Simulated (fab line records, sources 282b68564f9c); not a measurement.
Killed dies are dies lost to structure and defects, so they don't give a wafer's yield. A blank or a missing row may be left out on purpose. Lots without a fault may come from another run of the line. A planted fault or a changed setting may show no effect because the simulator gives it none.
Which tool did it? | flow rit_cmos | 13 lots, 39 wafers sampled, at 3 steps of a route of 202

WHAT THE GAUGES READ, wafer by wafer
RIT_PRETRO_OVL_MEAS_06. Usual: PRETRO_OVL 0.1 nm, standard deviation 1.3.
lot  | measured    | on         | PRETRO_OVL (nm) | flag
L787 | day 2 10:49 | overlay-02 | 0.7 -0.3 0.0    |
L789 | day 2 19:11 | overlay-01 | 1.5 -0.1 1.4    |
L790 | day 3 06:07 | overlay-02 | -0.8 1.4 -0.3   |
L791 | day 3 11:18 | overlay-02 | -0.5 1.4 2.0    |
L798 | day 4 15:56 | overlay-02 | -1.5 -0.1 -1.6  |
L801 | day 5 06:04 | overlay-02 | -0.5 2.1 0.1    |
L802 | day 5 11:51 | overlay-01 | 1.4 -0.1 2.5    |
L803 | day 5 18:43 | overlay-02 | 1.8 2.6 2.1     |
L805 | day 6 02:07 | overlay-01 | 0.4 0.7 2.2     |
L806 | day 6 09:43 | overlay-01 | -0.6 -0.2 1.4   |
L807 | day 6 16:56 | overlay-02 | 0.8 -0.3 0.6    |
L808 | day 6 20:17 | overlay-02 | 0.9 0.4 1.8     |
L810 | day 7 09:43 | overlay-01 | 0.1 -1.4 -0.5   |

RIT_GATE_CD_MEAS_16: target cd 150 nm. Usual: cd_nm 149 nm, standard deviation 3.4.
lot  | measured    | on        | cd_nm (nm)  | flag
L787 | day 2 22:32 | cd_sem-01 | 155 151 151 |
L789 | day 3 00:48 | cd_sem-01 | 146 148 146 |
L790 | day 3 14:48 | cd_sem-01 | 151 147 149 |
L791 | day 3 20:13 | cd_sem-01 | 150 151 149 |
L798 | day 5 00:16 | cd_sem-02 | 143 144 143 |
L801 | day 5 12:04 | cd_sem-02 | 154 155 155 |
L802 | day 5 21:56 | cd_sem-02 | 148 146 143 |
L803 | day 6 00:08 | cd_sem-01 | 149 150 151 |
L805 | day 6 13:10 | cd_sem-02 | 144 145 145 |
L806 | day 6 17:12 | cd_sem-01 | 146 147 147 |
L807 | day 7 03:38 | cd_sem-02 | 153 152 151 |
L808 | day 7 08:46 | cd_sem-02 | 150 149 148 |
L810 | day 7 20:36 | cd_sem-02 | 141 144 144 |

RIT_GATE_OVL_MEAS_17. Usual: GATE_OVL -0.4 nm, standard deviation 1.5.
lot  | measured    | on         | GATE_OVL (nm)  | flag
L787 | day 2 22:38 | overlay-01 | -1.5 -3.2 -1.9 |
L789 | day 3 00:53 | overlay-02 | 0.1 0.5 1.9    |
L790 | day 3 14:54 | overlay-02 | 3.2 0.5 0.8    |
L791 | day 3 20:17 | overlay-01 | -0.2 1.6 -0.2  |
L798 | day 5 00:23 | overlay-01 | -1.4 -1.1 -1.6 |
L801 | day 5 12:10 | overlay-02 | -0.3 -1.5 -0.2 |
L802 | day 5 22:02 | overlay-02 | 0.2 -0.1 1.1   |
L803 | day 6 00:16 | overlay-02 | 1.1 0.5 0.3    |
L805 | day 6 13:17 | overlay-01 | 3.2 3.8 4.5    |
L806 | day 6 17:17 | overlay-01 | 0.9 0.1 -1.0   |
L807 | day 7 03:43 | overlay-01 | 0.3 -0.3 0.8   |
L808 | day 7 08:53 | overlay-01 | -1.6 -1.8 -0.8 |
L810 | day 7 20:42 | overlay-02 | 0.2 0.7 2.0    |

WHICH TOOL RAN EACH LOT (tool, then ch and the chambers of the sampled wafers, then the start)
The record holds no process step before these readings.

WHAT THE TOOLS THEMSELVES READ (means of the sampled wafers that have a number; where no wafer has one, the mark that the record gives instead)
The record holds no such reading with a usual standard deviation.

THE ANSWER, worked out from the rows above alone
Rule: a lot is off if the mean of its wafers that have a number lies more than 3 standard deviations from the usual mean. A lot without any number at a reading at which 4 lots or more have one is off too. The other lots that the step has rows for count as sound. The gauges are gone through in route order, then the tools' own readings, and for those a lot's mean is taken as printed above. The first step at which some lot is off is used, and at that step the reading that is off furthest; a lot without a number counts as furthest.
No lot is off at any reading shown: from this, nothing can be told.

WHAT THE SIMULATOR HAD PUT IN
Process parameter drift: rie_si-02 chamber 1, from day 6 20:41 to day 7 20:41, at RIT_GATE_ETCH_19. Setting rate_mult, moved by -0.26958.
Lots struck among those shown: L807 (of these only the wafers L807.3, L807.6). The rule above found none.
